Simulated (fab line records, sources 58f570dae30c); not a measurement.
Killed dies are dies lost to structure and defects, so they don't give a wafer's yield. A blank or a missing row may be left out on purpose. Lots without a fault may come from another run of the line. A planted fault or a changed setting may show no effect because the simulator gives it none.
Which tool did it? | flow berkeley_cmos170 | 14 lots, 42 wafers sampled, at 1 step of a route of 331

WHAT THE GAUGES READ, wafer by wafer
The record holds no reading of a measuring or inspecting step that can be judged against a usual standard deviation.

WHICH TOOL RAN EACH LOT (tool, then ch and the chambers of the sampled wafers, then the start)
lot  | UCB170_NWELL_DEVELOP_11
L294 | litho_track-01 ch 0, day 2 12:00
L296 | litho_track-03, day 2 18:00
L297 | litho_track-01, day 3 00:00
L298 | litho_track-03 ch 0, day 3 03:00
L301 | litho_track-01 ch 0, day 3 18:00
L307 | litho_track-01 ch 0, day 4 23:00
L308 | litho_track-01 ch 0, day 5 08:00
L309 | litho_track-03 ch 0, day 5 09:00
L310 | litho_track-01 ch 0, day 5 15:00
L313 | litho_track-03 ch 0, day 6 07:00
L314 | litho_track-02 ch 0, day 6 11:00
L316 | litho_track-03 ch 0, day 6 16:00
L315 | litho_track-01 ch 0, day 6 17:00
L317 | litho_track-03 ch 0, day 6 23:00
- UCB170_NWELL_DEVELOP_11: develop time 45 s.

WHAT THE TOOLS THEMSELVES READ (means of the sampled wafers that have a number; where no wafer has one, the mark that the record gives instead)
UCB170_NWELL_DEVELOP_11. Usual: chill_plate_temp_C 23.02 C, standard deviation 0.1.
lot  | tool           | chill_plate_temp_C (C) | flag
L294 | litho_track-01 | 23.04                  |
L296 | litho_track-03 | -                      | OFF
L297 | litho_track-01 | -                      | OFF
L298 | litho_track-03 | 23.05                  |
L301 | litho_track-01 | 22.88                  |
L307 | litho_track-01 | 22.94                  |
L308 | litho_track-01 | 23.06                  |
L309 | litho_track-03 | 23.05                  |
L310 | litho_track-01 | 23.03                  |
L313 | litho_track-03 | 23.04                  |
L314 | litho_track-02 | 22.96                  |
L316 | litho_track-03 | 23.01                  |
L315 | litho_track-01 | 23.13                  |
L317 | litho_track-03 | 23.07                  |

THE ANSWER, worked out from the rows above alone
Rule: a lot is off if the mean of its wafers that have a number lies more than 3 standard deviations from the usual mean. A lot without any number at a reading at which 4 lots or more have one is off too. The other lots that the step has rows for count as sound. The gauges are gone through in route order, then the tools' own readings, and for those a lot's mean is taken as printed above. The first step at which some lot is off is used, and at that step the reading that is off furthest; a lot without a number counts as furthest.
Off: L296, L297, at UCB170_NWELL_DEVELOP_11 (chill_plate_temp_C). Without a number there: L296, L297.
A tool fits if, at that step or a process step before it, it ran every lot that is off, and no sound lot after the first of them. None of those tried fits.

WHAT THE SIMULATOR HAD PUT IN
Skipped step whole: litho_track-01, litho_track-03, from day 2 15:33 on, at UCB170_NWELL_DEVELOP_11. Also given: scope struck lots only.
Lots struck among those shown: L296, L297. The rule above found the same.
